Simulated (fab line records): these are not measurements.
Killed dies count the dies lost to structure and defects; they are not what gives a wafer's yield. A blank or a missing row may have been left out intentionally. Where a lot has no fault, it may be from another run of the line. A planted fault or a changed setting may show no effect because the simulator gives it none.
Which of the tools did it?	flow berkeleyCmos170	14 lots with 42 wafers sampled at 6 steps, on a route of 331 steps

== WHAT THE GAUGES SHOWED, per wafer ==
UCB170_V1_THK_MEAS_04. Usual: V1_POLISHED_THK 1000.1 nm, standard deviation 1.5.
lot	measured	on	V1_POLISHED_THK (nm)	flag
L368	day 7 02:01	filmMetro-03	1001.2 999.4 1000.0	
L369	day 7 06:21	filmMetro-03	1002.2 1001.5 1001.7	
L370	day 7 06:38	filmMetro-04	1002.2 1003.0 1002.5	
L371	day 7 18:04	filmMetro-01	1001.8 1000.9 1002.2	
L373	day 7 18:04	filmMetro-04	1000.7 1000.2 998.2	
L372	day 7 18:22	filmMetro-01	1001.1 999.4 1001.5	
L375	day 8 17:09	filmMetro-04	1002.2 1002.2 1000.1	
L376	day 8 21:14	filmMetro-03	1000.3 1000.1 1000.7	
L385	day 10 23:47	filmMetro-04	999.3 999.0 1003.0	
L387	day 11 05:23	filmMetro-04	999.8 999.7 999.9	
L388	day 11 05:40	filmMetro-01	999.3 999.9 1001.1	
L389	day 12 03:38	filmMetro-04	999.2 1000.8 1000.9	
L390	day 12 11:34	filmMetro-03	999.5 1003.1 999.5	
L391	day 12 11:35	filmMetro-04	1001.9 1000.9 1002.7	

UCB170_V2_THK_MEAS_04. Usual: V2_POLISHED_THK 1000.2 nm, standard deviation 1.4.
lot	measured	on	V2_POLISHED_THK (nm)	flag
L368	day 7 07:14	filmMetro-04	1002.1 999.8 1000.7	
L369	day 7 13:20	filmMetro-02	1000.5 1000.2 1001.0	
L370	day 7 13:31	filmMetro-04	1000.4 1001.6 999.3	
L371	day 7 23:14	filmMetro-02	997.4 999.7 1000.4	
L373	day 7 23:30	filmMetro-03	1003.4 1003.0 1000.0	
L372	day 7 23:44	filmMetro-02	997.1 999.0 999.6	
L375	day 8 22:04	filmMetro-04	999.6 1000.4 1000.9	
L376	day 9 02:56	filmMetro-02	997.3 998.4 998.8	
L385	day 11 05:58	filmMetro-04	999.1 999.8 1000.8	
L387	day 11 10:59	filmMetro-04	1000.0 1001.4 999.8	
L388	day 11 11:08	filmMetro-02	999.7 998.2 1000.6	
L389	day 12 09:31	filmMetro-03	1001.2 1000.9 1000.3	
L390	day 12 17:33	filmMetro-02	999.9 1000.2 1000.9	
L391	day 12 17:52	filmMetro-03	999.6 1000.2 997.7	

UCB170_M3_RS_MEAS_02: the measuring method here is four-point-probe. Usual: M3_AL_RS 0.0322 ohm/sq, standard deviation 0.00039.
lot	measured	on	M3_AL_RS (ohm/sq)	flag
L368	day 7 10:21	filmMetro-02	0.0322 0.0323 0.0319	
L369	day 7 15:31	filmMetro-03	0.0317 0.0324 0.0320	
L370	day 7 16:52	filmMetro-01	0.0326 0.0322 0.0321	
L371	day 8 01:11	filmMetro-01	0.0327 0.0323 0.0318	
L373	day 8 01:52	filmMetro-03	0.0319 0.0318 0.0315	
L372	day 8 02:05	filmMetro-02	0.0325 0.0326 0.0326	
L375	day 9 00:12	filmMetro-02	0.0361 0.0369 0.0370	OFF
L376	day 9 04:52	filmMetro-03	0.0378 0.0370 0.0368	OFF
L385	day 11 08:19	filmMetro-01	0.0316 0.0325 0.0318	
L387	day 11 12:54	filmMetro-02	0.0327 0.0331 0.0324	
L388	day 11 13:32	filmMetro-02	0.0321 0.0314 0.0311	
L389	day 12 11:35	filmMetro-01	0.0321 0.0321 0.0315	
L390	day 12 19:25	filmMetro-02	0.0311 0.0313 0.0319	
L391	day 12 19:47	filmMetro-01	0.0328 0.0320 0.0320	

UCB170_M3_THK_MEAS_03: measures by xrf. Usual: M3_AL_THK 890 nm, standard deviation 13.
lot	measured	on	M3_AL_THK (nm)	flag
L368	day 7 10:28	filmMetro-02	896 890 900	
L369	day 7 15:37	filmMetro-03	891 874 886	
L370	day 7 16:59	filmMetro-01	880 890 892	
L371	day 8 01:17	filmMetro-01	874 892 902	
L373	day 8 01:58	filmMetro-03	890 890 903	
L372	day 8 02:11	filmMetro-02	886 880 884	
L375	day 9 00:19	filmMetro-02	795 778 775	OFF
L376	day 9 04:59	filmMetro-03	747 765 770	OFF
L385	day 11 08:26	filmMetro-01	914 887 907	
L387	day 11 13:00	filmMetro-02	874 854 884	
L388	day 11 13:39	filmMetro-02	889 910 917	
L389	day 12 11:42	filmMetro-01	892 897 913	
L390	day 12 19:32	filmMetro-02	922 917 900	
L391	day 12 19:53	filmMetro-01	881 902 899	

== WHAT TOOL EACH LOT RAN ON (gives the tool, then ch and the chambers of the sampled wafers, and finally the start) ==
lot	UCB170_V1_ETCH_14	UCB170_M3_SPUTTER_01
L368	rieDiel-04 ch 0,3, day 7 03:29	pvdSputter-02, day 7 10:16
L369	rieDiel-02 ch 0,1, day 7 08:01	pvdSputter-01, day 7 15:23
L370	rieDiel-03 ch 0,2,3, day 7 08:18	pvdSputter-02, day 7 16:46
L371	rieDiel-04 ch 1,2,3, day 7 19:34	pvdSputter-03, day 8 01:04
L373	rieDiel-03 ch 0,1,2, day 7 19:40	pvdSputter-02, day 8 01:45
L372	rieDiel-04 ch 1,3, day 7 19:52	pvdSputter-01, day 8 01:57
L375	rieDiel-04 ch 0,1,2, day 8 18:30	pvdSputter-03, day 9 00:07
L376	rieDiel-02 ch 1,3, day 8 22:29	pvdSputter-03, day 9 04:46
L385	rieDiel-02 ch 0,1,2, day 11 02:18	pvdSputter-02, day 11 08:14
L387	rieDiel-03 ch 1,3, day 11 06:56	pvdSputter-01, day 11 12:47
L388	rieDiel-02 ch 0,2,3, day 11 07:13	pvdSputter-02, day 11 13:27
L389	rieDiel-03 ch 0,1,3, day 12 05:19	pvdSputter-03, day 12 11:27
L390	rieDiel-02 ch 0,2,3, day 12 13:34	pvdSputter-03, day 12 19:20
L391	rieDiel-03 ch 0,1,3, day 12 13:50	pvdSputter-01, day 12 19:40
- UCB170_V1_ETCH_14: etches SiO2 in CHF3/CF4/Ar, stops on Al, target depth 1250 nm, time 291 s.
- UCB170_M3_SPUTTER_01: material Al, target thk 900 nm, time 120 s.

== WHAT THE TOOLS THEMSELVES READ (means of the sampled wafers that have a number; where no wafer has one, the mark that the record gives instead) ==
UCB170_V1_ETCH_14. Usual: chamberPressureMTorr 200.00 mTorr, standard deviation 0.2; drypumpMotorCurrentA 5.7 A, standard deviation 0.5; mfcArSccm 150.1 sccm, standard deviation 0.48; oesProductAu 0.875 a.u., standard deviation 0.01; throttleValvePct 6.94 %, standard deviation 0.11.
lot	tool	chamberPressureMTorr (mTorr)	drypumpMotorCurrentA (A)	mfcArSccm (sccm)	oesProductAu (a.u.)	throttleValvePct (%)	flag
L368	rieDiel-04	200.03	6.0	149.9	0.880	6.92	
L369	rieDiel-02	199.86	5.7	150.2	0.883	7.03	
L370	rieDiel-03	200.05	5.9	150.2	0.879	6.86	
L371	rieDiel-04	200.00	5.4	149.8	0.879	6.93	
L373	rieDiel-03	200.07	5.5	150.6	0.870	6.85	
L372	rieDiel-04	199.99	5.6	149.9	0.872	6.96	
L375	rieDiel-04	200.10	5.8	150.1	0.874	6.90	
L376	rieDiel-02	199.83	5.9	150.1	0.877	7.07	
L385	rieDiel-02	199.89	5.5	150.1	0.877	7.01	
L387	rieDiel-03	200.14	5.4	149.9	0.866	6.99	
L388	rieDiel-02	199.93	5.8	149.9	0.878	7.03	
L389	rieDiel-03	199.96	5.6	150.5	0.871	6.89	
L390	rieDiel-02	200.23	5.8	150.4	0.879	7.03	
L391	rieDiel-03	199.76	5.6	150.3	0.872	6.88	

UCB170_M3_SPUTTER_01. Usual: cathodeDcPowerW 5999.9 W, standard deviation 1.1; throttleValvePct 30.3 %, standard deviation 1.4.
lot	tool	cathodeDcPowerW (W)	throttleValvePct (%)	flag
L368	pvdSputter-02	5999.6	30.0	
L369	pvdSputter-01	5999.2	30.6	
L370	pvdSputter-02	6000.5	30.1	
L371	pvdSputter-03	5998.9	31.3	
L373	pvdSputter-02	5999.6	29.8	
L372	pvdSputter-01	6001.0	29.5	
L375	pvdSputter-03	6000.8	30.8	
L376	pvdSputter-03	6000.3	32.1	
L385	pvdSputter-02	5998.4	29.6	
L387	pvdSputter-01	5999.1	30.6	
L388	pvdSputter-02	6000.2	29.9	
L389	pvdSputter-03	5999.6	30.6	
L390	pvdSputter-03	6000.0	30.8	
L391	pvdSputter-01	5999.9	30.6	

== THE ANSWER, worked out from the rows above alone ==
Rule: a lot is off if the mean of its wafers that have a number lies more than 3 standard deviations from the usual mean. Also off: a lot with no number at a reading for which 4 or more lots have one. All remaining lots with rows at the step are treated as sound. Order of review: gauges by route order, followed by the tools' own readings, for which a lot's mean as printed above is used. The first step at which some lot is off is used, and at that step the reading that is off furthest; a lot without a number counts as furthest.
Off: L375, L376, seen at UCB170_M3_RS_MEAS_02 (M3_AL_RS).
If a tool, at a process step before that reading, ran all the lots that are off and no sound lot after the first of them, it fits. Gauges at UCB170_M3_RS_MEAS_02: tried the same way as those tools. No candidate that was tried fits.

== WHAT THE SIMULATOR PUT IN ==
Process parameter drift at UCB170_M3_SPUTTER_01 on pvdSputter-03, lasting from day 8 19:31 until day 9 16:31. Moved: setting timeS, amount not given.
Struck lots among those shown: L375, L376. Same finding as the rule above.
